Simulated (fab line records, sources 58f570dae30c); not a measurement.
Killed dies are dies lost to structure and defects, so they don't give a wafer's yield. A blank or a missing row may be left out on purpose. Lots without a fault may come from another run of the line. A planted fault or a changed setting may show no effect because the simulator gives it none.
Which tool did it? | flow berkeley_cmos170 | 13 lots, 39 wafers sampled, at 4 steps of a route of 331

WHAT THE GAUGES READ, wafer by wafer
UCB170_PWELL_OVL_MEAS_13.
lot  | measured    | on         | PWELL_OVL (nm)
L232 | day 3 00:52 | overlay-02 | -9 -6 -5
L234 | day 3 18:11 | overlay-02 | 0 3 1
L233 | day 3 17:35 | overlay-02 | -13 -13 3
L235 | day 3 17:56 | overlay-01 | -4 -4 -1
L237 | day 4 02:45 | overlay-01 | 2 -1 -2
L238 | day 4 10:42 | overlay-02 | 7 9 -2
L247 | day 6 14:08 | overlay-01 | -5 -1 0
L246 | day 6 09:04 | overlay-02 | -9 -4 -6
L251 | day 7 07:04 | overlay-01 | 2 11 4
L252 | day 7 07:16 | overlay-02 | 0 1 0
L253 | day 7 15:28 | overlay-02 | 4 -3 -3
L254 | day 7 15:13 | overlay-02 | -8 -9 -11
L255 | day 8 00:19 | overlay-01 | -1 -3 -4

UCB170_PWELL_TW_MEAS_17.
lot  | measured    | on            | PWELL_TW
L232 | day 3 01:15 | film_metro-01 | 371 373 373
L234 | day 3 18:35 | film_metro-04 | 373 371 372
L233 | day 3 17:59 | film_metro-02 | 379 380 382
L235 | day 3 18:19 | film_metro-01 | 372 373 371
L237 | day 4 03:08 | film_metro-02 | 381 379 380
L238 | day 4 11:05 | film_metro-04 | 372 372 374
L247 | day 6 14:32 | film_metro-04 | 375 376 376
L246 | day 6 09:27 | film_metro-04 | 375 376 375
L251 | day 7 07:27 | film_metro-02 | 381 383 381
L252 | day 7 07:39 | film_metro-01 | 375 375 374
L253 | day 7 15:51 | film_metro-04 | 372 375 374
L254 | day 7 15:36 | film_metro-02 | 383 383 382
L255 | day 8 00:43 | film_metro-04 | 376 376 377

UCB170_SACOX_THK_MEAS_02.
lot  | measured     | on            | SACOX_OXIDE_THK (nm)
L232 | day 5 07:41  | film_metro-04 | 14.71 14.69 14.40
L234 | day 6 02:16  | film_metro-04 | 14.76 14.77 14.58
L233 | day 6 02:14  | film_metro-03 | 14.52 14.69 14.38
L235 | day 6 02:14  | film_metro-01 | 14.35 14.35 14.17
L237 | day 6 14:12  | film_metro-04 | 14.55 14.54 14.42
L238 | day 6 14:13  | film_metro-01 | 14.22 14.42 14.50
L247 | day 9 00:13  | film_metro-03 | 14.75 14.48 14.66
L246 | day 9 00:10  | film_metro-04 | 15.04 14.94 14.87
L251 | day 9 16:55  | film_metro-04 | 14.76 14.34 14.52
L252 | day 9 16:54  | film_metro-01 | 14.37 14.44 14.29
L253 | day 10 05:45 | film_metro-04 | 14.35 14.22 14.29
L254 | day 10 05:45 | film_metro-01 | 14.72 14.64 14.68
L255 | day 10 15:49 | film_metro-04 | 14.25 14.31 14.44

WHICH TOOL RAN EACH LOT (tool, then ch and the chambers of the sampled wafers, then the start)
lot  | UCB170_NWELL_EXPOSE_09
L232 | krf_scanner-02 ch 0, day 2 06:58
L234 | krf_scanner-01 ch 0, day 2 20:43
L233 | krf_scanner-01 ch 0, day 2 20:47
L235 | krf_scanner-02 ch 0, day 3 00:19
L237 | krf_scanner-01 ch 0, day 3 10:20
L238 | krf_scanner-02 ch 0, day 3 16:58
L247 | krf_scanner-01 ch 0, day 5 13:41
L246 | krf_scanner-02 ch 0, day 5 13:54
L251 | krf_scanner-01 ch 0, day 6 11:17
L252 | krf_scanner-01 ch 0, day 6 11:22
L253 | krf_scanner-02 ch 0, day 6 19:00
L254 | krf_scanner-01 ch 0, day 6 19:14
L255 | krf_scanner-01 ch 0, day 7 03:58
- UCB170_NWELL_EXPOSE_09: exposes mask NWELL, target cd 3000 nm.

WHAT THE TOOLS THEMSELVES READ (means of the sampled wafers that have a number; where no wafer has one, the mark that the record gives instead)
The record holds no such reading with a usual standard deviation.

THE ANSWER, worked out from the rows above alone
Rule: what is usual is taken from the lots themselves. Put in order of their means at a reading, lots are off if they are a third of the lots or fewer, leave a main group of 4 or more, and stand apart from it by a gap of 3 or more times the standard deviation of the main group's means; of several such gaps the widest counts. A main group whose means are all the same, to the digits that the tables above print for the reading, isn't used. A lot without any number at a reading at which 4 lots or more have one is off too. The other lots that the step has rows for count as sound. The gauges are gone through in route order, then the tools' own readings, and for those a lot's mean is taken as printed above. The first step at which some lot is off is used, and at that step the reading that is off furthest; a lot without a number counts as furthest.
No lot is off at any reading shown: from this, nothing can be told.

WHAT THE SIMULATOR HAD PUT IN
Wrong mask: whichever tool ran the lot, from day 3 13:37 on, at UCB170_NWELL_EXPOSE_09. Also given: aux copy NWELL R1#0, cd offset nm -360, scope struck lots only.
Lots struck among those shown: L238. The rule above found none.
